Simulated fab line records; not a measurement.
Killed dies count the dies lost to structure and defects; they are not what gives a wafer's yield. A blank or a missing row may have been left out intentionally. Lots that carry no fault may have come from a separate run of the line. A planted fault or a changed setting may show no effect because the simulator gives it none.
fab line records    flow rit_cmos
record: lots: 6  wafers: 18  last_day: 8
route steps=202 shown REOX@99 NLDD@103 PLDD@114 SPACER@125 NSD@131 M1@202
lots with no fault: from the same line, run without faults
start_h: hours from the record's first day to the start of the lot's first wafer shown    wait_h: hours since the lot's step before    " as in the row above    L1.1+2: several wafers, shown together as one row    - no value, or no start was given    * or withheld: withheld    < > ~ a bound
route shown NAME@n: a module of which the file shows steps, and the number in the route of the first    usual: the fault-free wafers' mean and standard deviation    same: alike in all rows    chamber/n: place in a boat    sites: each site's reading    _std_site: how widely they spread, as a standard deviation    _edge_site: inner sites' mean taken away from outer sites' mean    radius_mm: how far each site lies from the wafer's centre    mask NAME#n: copy n    behind: the last tool/chamber to shape the wafer    hold: cause of the lot's hold/its duration in hours/its outcome    device: the transistor (n, p or np) that didn't switch    end of line: the same wafers' tests at the end of the route    for a step that has no rows: nothing shown but its recipe    killed: at the first sort, the dies lost to defects and structure; wafer yield is something else    map: dies across one wafer; x = killed, . = not, _ = none there
set.NAME: the setting that was run; set.NAME@STEP: the one run at that earlier step    model.NAME: the simulator's own value behind a step, which no gauge read
a table for each step, a row for each wafer; lots at some steps of the route
services: when a tool's chamber went out of use (start_h, in hours from the record's first day, below 0 if earlier), for how many hours, and the reason
== steps ==
step: RIT_REOX_CLEAN_01
recipe: chemistry: dHF  dilution: 50:1  time_s: 30
step: RIT_REOX_CLEAN_02
recipe: chemistry: SC2  mix: 3:3:50  time_s: 600  temp_c: 75  dry: n2_spin
step: RIT_REOX_OXIDATION_03
recipe: temp_c: 900  ambient: O2  target_thk_a: 252  ox_time_s: 5580
step: RIT_REOX_THK_MEAS_04
recipe: reads: SiO2_of_REOX_OXIDATION_03
usual: REOX_OXIDE_THK: 25.5/0.45
lot.wafer  tool           chamber  start_h  wait_h  REOX_OXIDE_THK[nm]
L322.2     film_metro-01  -        80.58    0.0     26.0
L322.3     "              -        "        "       25.5
L322.6     "              -        "        "       25.4
L324.1     film_metro-03  -        87.68    0.0     25.8
L324.5     "              -        "        "       26.6
L324.6     "              -        "        "       25.9
L325.1     film_metro-02  -        93.69    0.0     26.0
L325.2     "              -        "        "       26.4
L325.3     "              -        "        "       25.9
L328.2     film_metro-02  -        107.94   0.0     25.4
L328.3     "              -        "        "       25.5
L328.5     "              -        "        "       25.7
L334.2     film_metro-02  -        139.96   0.0     25.2
L334.4     "              -        "        "       25.2
L334.6     "              -        "        "       25.2
L339.1     film_metro-03  -        170.90   0.0     25.2
L339.5     "              -        "        "       24.9
L339.6     "              -        "        "       25.4
step: RIT_NLDD_HMDS_00
recipe: prime_time_s: 60  prime_temp_c: 140
step: RIT_NLDD_COAT_01
recipe: resist: NOVOLAK  spin_rpm: 3250  resist_thk_nm: 1000
step: RIT_NLDD_SOFTBAKE_02
recipe: resist: NOVOLAK  temp_c: 90  time_s: 60
step: RIT_NLDD_EXPOSE_03
recipe: mask_id: M7  na: 0.57  target_cd_nm: 40700  dose_mj: 250
step: RIT_NLDD_PEB_04
recipe: resist: NOVOLAK  temp_c: withheld  time_s: withheld
step: RIT_NLDD_DEVELOP_05
recipe: resist: NOVOLAK  develop_time_s: 50  dev_temp_c: 23
step: RIT_NLDD_OVL_MEAS_06
usual: NLDD_OVL: 1.1/1.4
lot.wafer  tool        chamber  start_h  wait_h  NLDD_OVL[nm]
L322.2     overlay-02  -        81.61    -       4.5
L322.3     "           -        "        "       2.8
L322.6     "           -        "        "       2.8
L324.1     overlay-02  -        88.83    -       0.2
L324.5     "           -        "        "       2.9
L324.6     "           -        "        "       0.3
L325.1     overlay-01  -        94.60    -       0.2
L325.2     "           -        "        "       0.2
L325.3     "           -        "        "       0.8
L328.2     overlay-02  -        108.85   -       0.6
L328.3     "           -        "        "       -0.6
L328.5     "           -        "        "       1.2
L334.2     overlay-01  -        140.86   -       1.1
L334.4     "           -        "        "       2.4
L334.6     "           -        "        "       1.1
L339.1     overlay-02  -        171.85   -       -0.2
L339.5     "           -        "        "       0.6
L339.6     "           -        "        "       1.2
step: RIT_NLDD_HARDBAKE_07
recipe: resist: NOVOLAK  temp_c: 140  time_s: 60
step: RIT_NLDD_IMPLANT_08
recipe: species: P  energy_kev: 20  dose_cm2: 5e+14  tilt_deg: 7
usual: beam_on_s: 10.01/0.19  dose_ions_cm2: 5.001e+14/5e+11  end_station_pressure_torr: 6.2e-06/3.1e-07  faraday_current_uA: 1571/30  tilt_deg: 6.994/0.02
lot.wafer  tool          chamber  start_h  wait_h  beam_on_s  dose_ions_cm2  end_station_pressure_torr  faraday_current_uA  tilt_deg
L322.2     implanter-01  0        81.81    0.1     10.01      5.009e+14      6.2e-06                    1567                7.004
L322.3     "             0        "        "       10.38      5.002e+14      6.1e-06                    1517                7.009
L322.6     "             0        "        "       9.95       4.997e+14      6.1e-06                    1574                6.994
L324.1     implanter-01  0        89.02    0.1     9.77       9.261e+14      6.9e-06                    2962                6.978
L324.5     "             0        "        "       10.08      9.259e+14      6.8e-06                    2869                6.994
L324.6     "             0        "        "       9.75       9.269e+14      6.7e-06                    2976                6.968
L325.1     implanter-01  0        94.79    0.1     9.92       9.257e+14      7.7e-06                    2920                6.964
L325.2     "             0        "        "       9.84       9.266e+14      7.1e-06                    2952                6.970
L325.3     "             0        "        "       10.23      9.252e+14      7.1e-06                    2845                7.000
L328.2     implanter-03  0        109.05   0.1     9.91       5.005e+14      5.5e-06                    1588                6.988
L328.3     "             0        "        "       9.94       5.007e+14      6.6e-06                    1587                7.017
L328.5     "             0        "        "       9.87       5.005e+14      6e-06                      1585                7.001
L334.2     implanter-03  0        141.07   0.1     10.17      5.002e+14      6.5e-06                    1545                7.016
L334.4     "             0        "        "       10.15      5.002e+14      5.9e-06                    1556                6.990
L334.6     "             0        "        "       9.77       5.002e+14      5.8e-06                    1611                6.968
L339.1     implanter-03  0        172.04   0.1     10.51      5.005e+14      6.5e-06                    1484                6.981
L339.5     "             0        "        "       9.86       4.999e+14      5.9e-06                    1590                6.967
L339.6     "             0        "        "       9.93       5.003e+14      6.3e-06                    1585                6.985
step: RIT_NLDD_STRIP_09
recipe: chemistry: O2  time_s: 180  resist: NOVOLAK  platen_temp_c: withheld  power_w: 500  pressure_mtorr: 4000  o2_flow_sccm: 4000
usual: drypump_motor_current_A: 6.0/0.31
lot.wafer  tool             chamber  start_h  wait_h  drypump_motor_current_A  rf_hours_counter_h
L322.2     plasma_asher-04  0        81.94    0.1     6.3                      44
L322.3     "                1        "        "       6.0                      -
L322.6     "                0        "        "       6.2                      -
L324.1     plasma_asher-03  0        89.17    0.1     5.6                      44
L324.5     "                0        "        "       5.6                      -
L324.6     "                1        "        "       6.4                      -
L325.1     plasma_asher-01  0        94.94    0.1     6.1                      31
L325.2     "                1        "        "       5.6                      31
L325.3     "                0        "        "       6.1                      -
L328.2     plasma_asher-01  1        109.18   0.1     5.7                      33
L328.3     "                0        "        "       6.2                      -
L328.5     "                0        "        "       6.2                      -
L334.2     plasma_asher-04  0        141.19   0.1     6.2                      2
L334.4     "                1        "        "       6.0                      -
L334.6     "                1        "        "       6.0                      -
L339.1     plasma_asher-03  1        172.19   0.1     6.4                      53
L339.5     "                1        "        "       6.4                      -
L339.6     "                0        "        "       5.6                      -
step: RIT_NLDD_TW_MEAS_10
usual: NLDD_TW: 2480/22
lot.wafer  tool           chamber  start_h  wait_h  NLDD_TW
L322.2     film_metro-04  -        82.12    0.1     2484
L322.3     "              -        "        "       2483
L322.6     "              -        "        "       2478
L324.1     film_metro-01  -        89.35    0.1     2902
L324.5     "              -        "        "       2903
L324.6     "              -        "        "       2921
L325.1     film_metro-01  -        95.12    0.1     2911
L325.2     "              -        "        "       2906
L325.3     "              -        "        "       2928
L328.2     film_metro-02  -        109.36   0.1     2456
L328.3     "              -        "        "       2441
L328.5     "              -        "        "       2448
L334.2     film_metro-02  -        141.38   0.1     2443
L334.4     "              -        "        "       2441
L334.6     "              -        "        "       2451
L339.1     film_metro-01  -        172.36   0.1     2489
L339.5     "              -        "        "       2483
L339.6     "              -        "        "       2489
step: RIT_PLDD_HMDS_00
recipe: prime_time_s: 60  prime_temp_c: 140
step: RIT_PLDD_COAT_01
recipe: resist: NOVOLAK  spin_rpm: 3250  resist_thk_nm: 1000
step: RIT_PLDD_SOFTBAKE_02
recipe: resist: NOVOLAK  temp_c: 90  time_s: 60
step: RIT_PLDD_EXPOSE_03
recipe: mask_id: M8  na: 0.57  target_cd_nm: 40900  dose_mj: 250
step: RIT_PLDD_PEB_04
recipe: resist: NOVOLAK  temp_c: withheld  time_s: withheld
step: RIT_PLDD_DEVELOP_05
recipe: resist: NOVOLAK  develop_time_s: 50  dev_temp_c: 23
step: RIT_PLDD_OVL_MEAS_06
usual: PLDD_OVL: 0.6/1.6
lot.wafer  tool        chamber  start_h  wait_h  PLDD_OVL[nm]
L322.2     overlay-01  -        83.25    -       1.2
L322.3     "           -        "        "       -0.1
L322.6     "           -        "        "       1.7
L324.1     overlay-02  -        90.38    -       1.9
L324.5     "           -        "        "       0.6
L324.6     "           -        "        "       -1.8
L325.1     overlay-01  -        96.39    -       0.1
L325.2     "           -        "        "       -1.1
L325.3     "           -        "        "       -1.1
L328.2     overlay-01  -        110.42   -       1.6
L328.3     "           -        "        "       -0.2
L328.5     "           -        "        "       -0.1
L334.2     overlay-01  -        142.41   -       -0.1
L334.4     "           -        "        "       1.4
L334.6     "           -        "        "       -0.3
L339.1     overlay-01  -        173.27   -       2.5
L339.5     "           -        "        "       2.1
L339.6     "           -        "        "       1.8
step: RIT_PLDD_HARDBAKE_07
recipe: resist: NOVOLAK  temp_c: 140  time_s: 60
step: RIT_PLDD_IMPLANT_08
recipe: species: BF2  energy_kev: 20  dose_cm2: 9e+14  tilt_deg: 7
step: RIT_PLDD_STRIP_09
recipe: chemistry: O2  time_s: 180  resist: NOVOLAK  platen_temp_c: withheld  power_w: 500  pressure_mtorr: 4000  o2_flow_sccm: 4000
usual: drypump_motor_current_A: 5.9/0.56
lot.wafer  tool             chamber  start_h  wait_h  drypump_motor_current_A  rf_hours_counter_h
L322.2     plasma_asher-03  1        83.58    0.1     6.4                      43
L322.3     "                1        "        "       6.4                      -
L322.6     "                1        "        "       6.4                      -
L324.1     plasma_asher-03  0        90.89    0.1     5.6                      44
L324.5     "                0        "        "       5.6                      -
L324.6     "                1        "        "       6.4                      -
L325.1     plasma_asher-01  0        96.73    0.1     6.1                      32
L325.2     "                1        "        "       5.6                      32
L325.3     "                0        "        "       6.2                      -
L328.2     plasma_asher-01  1        110.75   0.1     5.7                      34
L328.3     "                0        "        "       6.2                      -
L328.5     "                1        "        "       5.6                      -
L334.2     plasma_asher-01  0        142.74   0.1     6.1                      37
L334.4     "                0        "        "       6.2                      -
L334.6     "                1        "        "       5.6                      -
L339.1     plasma_asher-02  0        173.61   0.1     6.6                      51
L339.5     "                1        "        "       4.9                      -
L339.6     "                0        "        "       6.6                      -
step: RIT_PLDD_TW_MEAS_10
usual: PLDD_TW: 2338/22
lot.wafer  tool           chamber  start_h  wait_h  PLDD_TW
L322.2     film_metro-02  -        83.76    0.1     2322
L322.3     "              -        "        "       2305
L322.6     "              -        "        "       2318
L324.1     film_metro-04  -        91.06    0.1     2332
L324.5     "              -        "        "       2340
L324.6     "              -        "        "       2336
L325.1     film_metro-01  -        96.90    0.1     2358
L325.2     "              -        "        "       2345
L325.3     "              -        "        "       2353
L328.2     film_metro-02  -        110.94   0.1     2298
L328.3     "              -        "        "       2301
L328.5     "              -        "        "       2305
L334.2     film_metro-04  -        142.92   0.1     2336
L334.4     "              -        "        "       2334
L334.6     "              -        "        "       2332
L339.1     film_metro-04  -        173.79   0.1     2332
L339.5     "              -        "        "       2334
L339.6     "              -        "        "       2329
step: RIT_SPACER_CLEAN_00
recipe: chemistry: SC1  mix: 3:3:50  time_s: 600  temp_c: 75
step: RIT_SPACER_CLEAN_01
recipe: chemistry: dHF  dilution: 50:1  time_s: 30
step: RIT_SPACER_CLEAN_02
recipe: chemistry: SC2  mix: 3:3:50  time_s: 600  temp_c: 75  dry: n2_spin
step: RIT_SPACER_CVD_03
recipe: material: Si3N4  target_thk_nm: 250  temp_c: 810  precursor: SiH2Cl2/NH3  time_s: 3300  pressure_mtorr: 300  sih2cl2_flow_sccm: 60  nh3_flow_sccm: 150
step: RIT_SPACER_THK_MEAS_04
recipe: reads: Si3N4_of_SPACER_CVD_03
usual: SPACER_NITRIDE_THK: 249.6/2.6
lot.wafer  tool           chamber  start_h  wait_h  SPACER_NITRIDE_THK[nm]
L322.2     film_metro-03  -        86.31    0.0     249.5
L322.3     "              -        "        "       247.5
L322.6     "              -        "        "       248.4
L324.1     film_metro-03  -        93.44    0.0     253.0
L324.5     "              -        "        "       250.4
L324.6     "              -        "        "       252.6
L325.1     film_metro-03  -        99.28    0.0     254.6
L325.2     "              -        "        "       256.0
L325.3     "              -        "        "       254.1
L328.2     film_metro-01  -        113.28   0.0     251.5
L328.3     "              -        "        "       250.8
L328.5     "              -        "        "       248.5
L334.2     film_metro-03  -        147.66   0.0     253.3
L334.4     "              -        "        "       253.4
L334.6     "              -        "        "       254.2
L339.1     film_metro-03  -        176.13   0.0     247.4
L339.5     "              -        "        "       245.0
L339.6     "              -        "        "       245.2
step: RIT_SPACER_ETCHBACK_05
recipe: target_depth_a: 2500  SF6_flow_sccm: 30  CHF3_flow_sccm: 30  target: Si3N4  chemistry: SF6/CHF3  pressure_mtorr: 40  rf_w: 250  time_s: 240  stop_on: SiO2
usual: drypump_motor_current_A: 5.7/0.61  oes_product_au: 0.840/0.012  throttle_valve_pct: 10.26/0.11
lot.wafer  tool         chamber  start_h  wait_h  drypump_motor_current_A  oes_product_au  rf_hours_counter_h  throttle_valve_pct
L322.2     rie_diel-03  3        86.36    0.0     6.3                      0.835           7                   10.18
L322.3     "            1        "        "       5.0                      0.835           46                  10.34
L322.6     "            3        "        "       6.3                      0.836           -                   10.20
L324.1     rie_diel-02  0        93.50    0.1     5.1                      0.843           64                  10.13
L324.5     "            3        "        "       6.2                      0.829           -                   10.41
L324.6     "            2        "        "       5.9                      0.827           -                   10.32
L325.1     rie_diel-03  1        99.34    0.1     5.0                      0.852           46                  10.36
L325.2     "            2        "        "       4.7                      0.841           120                 10.22
L325.3     "            3        "        "       6.3                      0.857           7                   10.20
L328.2     rie_diel-03  2        113.33   0.0     4.7                      0.827           120                 10.20
L328.3     "            0        "        "       5.1                      0.859           19                  10.34
L328.5     "            0        "        "       5.1                      0.855           -                   10.36
L334.2     rie_diel-03  0        147.71   0.0     5.1                      0.861           19                  10.37
L334.4     "            1        "        "       5.0                      0.850           47                  10.36
L334.6     "            1        "        "       5.0                      0.849           -                   10.34
L339.1     rie_diel-01  0        176.19   0.1     5.8                      0.833           98                  10.37
L339.5     "            3        "        "       6.3                      0.824           -                   10.08
L339.6     "            0        "        "       5.8                      0.835           -                   10.35
step: RIT_NSD_HMDS_00
recipe: prime_time_s: 60  prime_temp_c: 140
step: RIT_NSD_COAT_01
recipe: resist: NOVOLAK  spin_rpm: 3250  resist_thk_nm: 1000
step: RIT_NSD_SOFTBAKE_02
recipe: resist: NOVOLAK  temp_c: 90  time_s: 60
step: RIT_NSD_EXPOSE_03
recipe: mask_id: M9  na: 0.57  target_cd_nm: 40700  dose_mj: 250
step: RIT_NSD_PEB_04
recipe: resist: NOVOLAK  temp_c: withheld  time_s: withheld
step: RIT_NSD_DEVELOP_05
recipe: resist: NOVOLAK  develop_time_s: 50  dev_temp_c: 23
step: RIT_NSD_OVL_MEAS_06
usual: NSD_OVL: 0.1/1.1
lot.wafer  tool        chamber  start_h  wait_h  NSD_OVL[nm]
L322.2     overlay-01  -        87.37    -       1.0
L322.3     "           -        "        "       1.6
L322.6     "           -        "        "       -1.0
L324.1     overlay-02  -        94.63    -       3.7
L324.5     "           -        "        "       1.9
L324.6     "           -        "        "       2.1
L325.1     overlay-01  -        100.34   -       1.0
L325.2     "           -        "        "       1.1
L325.3     "           -        "        "       1.1
L328.2     overlay-02  -        114.34   -       -0.9
L328.3     "           -        "        "       1.0
L328.5     "           -        "        "       0.1
L334.2     overlay-01  -        148.84   -       1.1
L334.4     "           -        "        "       0.9
L334.6     "           -        "        "       2.4
L339.1     overlay-01  -        177.19   -       1.6
L339.5     "           -        "        "       0.4
L339.6     "           -        "        "       1.8
step: RIT_NSD_HARDBAKE_07
recipe: resist: NOVOLAK  temp_c: 140  time_s: 60
step: RIT_NSD_IMPLANT_08
recipe: species: P  energy_kev: 25  dose_cm2: 1e+15  tilt_deg: 7
step: RIT_NSD_STRIP_09
recipe: chemistry: O2  time_s: 180  resist: NOVOLAK  platen_temp_c: withheld  power_w: 500  pressure_mtorr: 4000  o2_flow_sccm: 4000
usual: drypump_motor_current_A: 5.9/0.52
lot.wafer  tool             chamber  start_h  wait_h  drypump_motor_current_A  rf_hours_counter_h
L322.2     plasma_asher-04  0        87.70    0.1     6.2                      44
L322.3     "                0        "        "       6.2                      -
L322.6     "                1        "        "       6.0                      -
L324.1     plasma_asher-04  1        95.09    0.1     6.1                      45
L324.5     "                0        "        "       6.3                      -
L324.6     "                1        "        "       6.0                      -
L325.1     plasma_asher-04  1        100.68   0.1     6.0                      46
L325.2     "                0        "        "       6.3                      46
L325.3     "                0        "        "       6.3                      -
L328.2     plasma_asher-01  0        114.67   0.1     6.2                      34
L328.3     "                0        "        "       6.1                      -
L328.5     "                0        "        "       6.2                      -
L334.2     plasma_asher-02  1        149.58   0.1     4.8                      49
L334.4     "                1        "        "       4.9                      -
L334.6     "                0        "        "       6.6                      -
L339.1     plasma_asher-02  0        177.53   0.1     6.6                      51
L339.5     "                0        "        "       6.6                      -
L339.6     "                1        "        "       4.8                      -
step: RIT_SDANNEAL_RS_MEAS_07
recipe: thk_meas_gauge: four-point-probe
usual: NLDD_RS: 151.7/0.47
lot.wafer  tool           chamber  start_h  wait_h  NLDD_RS[ohm/sq]
L322.2     film_metro-01  -        90.28    0.1     151.8
L322.3     "              -        "        "       151.9
L322.6     "              -        "        "       151.6
L324.1     film_metro-04  -        97.74    0.1     92.1
L324.5     "              -        "        "       92.1
L324.6     "              -        "        "       91.9
L325.1     film_metro-02  -        103.49   0.1     92.1
L325.2     "              -        "        "       92.2
L325.3     "              -        "        "       91.9
L328.2     film_metro-02  -        117.26   0.1     151.6
L328.3     "              -        "        "       151.6
L328.5     "              -        "        "       151.3
L334.2     film_metro-02  -        152.07   0.1     152.0
L334.4     "              -        "        "       151.6
L334.6     "              -        "        "       151.3
L339.1     film_metro-01  -        180.17   0.1     152.0
L339.5     "              -        "        "       152.0
L339.6     "              -        "        "       151.4
step: RIT_M1_PROBE_99
usual: killed_at_contacts: 0.1/0.23  killed_at_front_end: 6.2/2.8  killed_dies: 6.3/2.7  killed_on_rim: 1.7/1.3  killed_open: 3.1/2  killed_short: 3.2/1.8
same: gross_dies: 264  killed_at_M0_to_M3: 0  killed_at_M4_up: 0  killed_at_back_side: 0  killed_at_other: 0
lot.wafer  tool       chamber  start_h  wait_h  killed_at_contacts  killed_at_front_end  killed_dies  killed_on_rim  killed_open  killed_short  model.etest.nmos_0p3.r_on_ohm_um  model.etest.nmos_0p15.r_on_ohm_um  model.etest.nldd.rs_ohm_sq  model.etest.nmos_turned.drive_ua_um  model.etest.nmos_0p15.drive_ua_um  model.etest.nldd.line_ohm_um  model.etest.nmos_narrow.drive_ua_um  model.etest.nmos_0p3.drive_ua_um
L322.2     prober-02  -        97.51    0.1     0                   6                    6            2              4            2             2256                              1180                               394.3                       294.5                                440.7                              123.8                         216.5                                211.6
L322.3     prober-02  -        97.56    0.2     0                   4                    4            0              3            1             2248                              1162                               384.9                       304.8                                443.3                              120.7                         213.8                                212.4
L322.6     prober-02  -        97.71    0.2     0                   8                    8            2              5            3             2255                              1187                               381.5                       302                                  435                                119.8                         213.5                                209.3
L324.1     prober-01  -        105.09   0.1     0                   5                    5            2              3            2             1910                              907.3                              223.2                       440.9                                546.8                              70.95                         244.8                                244.6
L324.5     prober-01  -        105.29   0.2     0                   3                    3            0              1            2             1954                              934.5                              231.2                       434                                  539.9                              73.57                         242.4                                240.7
L324.6     prober-01  -        105.34   0.2     0                   5                    5            2              3            2             1919                              886.5                              223.7                       437.3                                546.4                              70.91                         237.8                                240.6
L325.1     prober-01  -        110.39   0.1     0                   5                    5            0              4            1             1906                              857.3                              217.4                       450.6                                565.4                              69.47                         236.9                                238.6
L325.2     prober-01  -        110.44   0.1     0                   4                    4            1              2            2             1954                              867.5                              221.9                       449                                  559.9                              69.69                         235.4                                234.9
L325.3     prober-01  -        110.49   0.2     0                   5                    5            2              0            5             1928                              839.9                              215.5                       453.9                                571.2                              68.8                          235.3                                236
L328.2     prober-01  -        124.25   0.1     0                   8                    8            2              5            3             2120                              1082                               381.9                       341.1                                503.4                              121.3                         226                                  230.8
L328.3     prober-01  -        124.30   0.2     0                   8                    8            1              1            7             2143                              1097                               389                         336.2                                492.9                              123.8                         226.3                                229.8
L328.5     prober-01  -        124.40   0.2     0                   7                    7            1              5            2             2140                              1079                               391.1                       326.7                                500.3                              123.5                         225.8                                228.3
L334.2     prober-02  -        159.24   0.1     0                   6                    6            1              4            2             2204                              1126                               373.3                       322.7                                465.3                              116                           216.9                                216
L334.4     prober-02  -        159.34   0.2     0                   3                    3            0              1            2             2137                              1132                               374.4                       323.2                                462.2                              117.4                         226.8                                223.6
L334.6     prober-02  -        159.44   0.2     0                   3                    3            1              0            3             2181                              1123                               373.8                       317.1                                450.6                              115.9                         219.9                                214
L339.1     prober-02  -        187.95   0.1     1                   2                    3            1              1            2             2205                              1197                               397.5                       309.4                                456.3                              124.2                         223.3                                222.7
L339.5     prober-02  -        188.15   0.2     0                   4                    4            2              2            2             2207                              1186                               391.6                       312.2                                458                                123.7                         223.2                                224.6
L339.6     prober-02  -        188.20   0.2     1                   6                    7            1              5            2             2166                              1181                               401                         306.8                                464.7                              126.6                         227.9                                228.3
killed by level:class
L322.2 FOX1:geometric_particle:open=1 FOX2:geometric_particle:open=1 GATE:geometric_particle:short=1 REOX:geometric_particle:short=1 SPACER:geometric_particle:open=1 SILICIDE:geometric_particle:open=1
L322.3 FOX1:geometric_particle:short=1 FOX2:geometric_particle:open=1 GATE:geometric_particle:open=1 SILICIDE:geometric_particle:open=1
L322.6 FOX1:geometric_particle:open=2 GATE:geometric_particle:open=1 GATE:geometric_particle:short=1 REOX:geometric_particle:open=1 SPACER:geometric_particle:short=1 SPACER:geometric_particle:open=1 STARTING-WAFER:geometric_particle:short=1
L324.1 ACTIVE:geometric_particle:short=1 FOX1:geometric_particle:open=1 FOX1:geometric_particle:short=1 FOX2:geometric_particle:open=1 REOX:geometric_particle:open=1
L324.5 GATE:geometric_particle:short=1 SPACER:geometric_particle:open=1 SPACER:geometric_particle:short=1
L324.6 GATE:geometric_particle:open=3 GATE:geometric_particle:short=1 SILICIDE:geometric_particle:short=1
L325.1 FOX2:geometric_particle:open=1 GATE:geometric_particle:open=1 REOX:geometric_particle:open=1 REOX:geometric_particle:short=1 SPACER:geometric_particle:open=1
L325.2 SILICIDE:geometric_particle:open=2 FOX1:geometric_particle:short=1 GATE:geometric_particle:short=1
L325.3 GATE:geometric_particle:short=2 REOX:geometric_particle:short=2 SILICIDE:geometric_particle:short=1
L328.2 FOX1:geometric_particle:open=2 GATE:geometric_particle:open=2 GATE:geometric_particle:short=1 REOX:geometric_particle:short=1 REOX:geometric_particle:open=1 SPACER:geometric_particle:short=1
L328.3 SPACER:geometric_particle:short=3 FOX1:geometric_particle:short=2 GATE:geometric_particle:short=2 GATE:geometric_particle:open=1
L328.5 GATE:geometric_particle:open=2 SILICIDE:geometric_particle:open=2 FOX1:geometric_particle:open=1 GATE:geometric_particle:short=1 REOX:geometric_particle:short=1
L334.2 SPACER:geometric_particle:open=2 FOX1:geometric_particle:open=1 SPACER:geometric_particle:short=1 SILICIDE:geometric_particle:open=1 SILICIDE:geometric_particle:short=1
L334.4 GATE:geometric_particle:short=2 SILICIDE:geometric_particle:open=1
L334.6 FOX2:geometric_particle:short=1 GATE:geometric_particle:short=1 SILICIDE:geometric_particle:short=1
L339.1 GATE:geometric_particle:short=1 SPACER:geometric_particle:open=1 CONTACT:geometric_particle:short=1
L339.5 REOX:geometric_particle:short=2 GATE:geometric_particle:open=1 SPACER:geometric_particle:open=1
L339.6 GATE:geometric_particle:open=3 FOX1:geometric_particle:open=1 SILICIDE:geometric_particle:open=1 SILICIDE:geometric_particle:short=1 CONTACT:geometric_particle:short=1
== services ==
tool             chamber  start_h  hours  kind
implanter-03     -        59.08    37.7   repair
rie_diel-02      3        97.35    7.3    repair
implanter-03     -        106.98   2.0    repair
plasma_asher-04  -        108.75   9.0    pm
plasma_asher-04  0        108.75   9.0    vent_cycle
plasma_asher-04  1        108.75   9.0    vent_cycle
rie_diel-02      3        116.69   4.2    repair
plasma_asher-04  0        117.75   -      clean
plasma_asher-04  1        117.75   -      clean
rie_diel-02      2        129.56   2.0    repair
rie_diel-01      2        162.55   -      clean
rie_diel-03      -        164.18   4.3    pm
== key ==
first_sign: step: RIT_NLDD_IMPLANT_08  reading: dose_ions_cm2  direction: up  sigmas: 99+  usual: 5.001e+14  struck: 9.261e+14
effect: step: RIT_NLDD_IMPLANT_08  reading: faraday_current_uA  direction: up  sigmas: 46  usual: 1571  struck: 2921
effect: step: RIT_NLDD_TW_MEAS_10  reading: NLDD_TW  direction: up  sigmas: 20  usual: 2480  struck: 2912
effect: step: RIT_SDANNEAL_RS_MEAS_07  reading: NLDD_RS  direction: down  sigmas: 99+  usual: 151.7  struck: 92.0
model_effect: step: RIT_M1_PROBE_99  value: etest.nmos_0p3.r_on_ohm_um  without: 2192  struck: 1928
met_at RIT_NLDD_IMPLANT_08
struck_wafers L324.1,L324.5,L324.6,L325.1,L325.2,L325.3
tester_left_out L324,L325
onset_between 81.81 89.02
fault: kind: process_parameter_drift  tool: implanter-01  chamber: -  onset_h: 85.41  steps: RIT_NLDD_IMPLANT_08  channel: dose_cm2  offset: 4.2614e+14  shape: step  end_h: 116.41  acts_in: these_recipes_only  stated: 5e+14
tester_left_out: of these lots the tester's yield and bins aren't shown, on N5 and GAA mostly nor the transistor test; their killed dies are dies lost to structure and defects alone, not to doping, threshold or leakage, so they don't give the yield
